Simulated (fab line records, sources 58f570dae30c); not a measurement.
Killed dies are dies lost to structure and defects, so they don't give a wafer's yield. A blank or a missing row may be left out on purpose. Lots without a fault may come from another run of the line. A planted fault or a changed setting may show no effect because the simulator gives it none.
Chamber matching | flow berkeley_cmos170 | UCB170_SPACER_CVD_00 on pecvd-02: 3 sister chambers
The step deposits SiO2 from TEOS/O2, target thk 376 nm, time 47 s. 3 wafers are shown with their chamber, then 7 later ones without.

WAFERS WITH THEIR CHAMBER
wafer  | chamber | heater_power_w (W)
L244.1 | 1       | 294
L245.1 | 2       | 279
L245.2 | 0       | 259

WAFERS WITHOUT THEIR CHAMBER
wafer  | heater_power_w (W)
L245.4 | 296
L247.1 | 262
L247.4 | 272
L247.6 | 324
L246.1 | 323
L246.3 | 338
L246.6 | 240

WHICH CHAMBER EACH WENT THROUGH
wafer  | from the rows above          | in truth
L245.4 | can't be placed: 1 or 2 or 0 | 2
L247.1 | can't be placed: 0 or 2 or 1 | 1
L247.4 | can't be placed: 2 or 0 or 1 | 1
L247.6 | can't be placed: 1 or 2 or 0 | 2
L246.1 | can't be placed: 1 or 2 or 0 | 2
L246.3 | can't be placed: 1 or 2 or 0 | 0
L246.6 | can't be placed: 0 or 2 or 1 | 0
Placed correctly: 0 of 7. Can't be placed from these rows: 7 (the true chamber is among the candidates in 7). Placed wrongly: 0.
How it was worked out, from the rows above alone: a wafer's distance from a chamber is the root of the sum, over the readings, of the square of ((its reading less the chamber's mean) divided by the reading's scatter). The wafer belongs to the nearest chamber; if the next one is less than 2 further off, it can't be placed. A chamber's mean is the mean of its shown wafers. The scatter: with one shown wafer a chamber, the root of the mean of the squares of how far each hidden wafer lies from its nearest shown one.
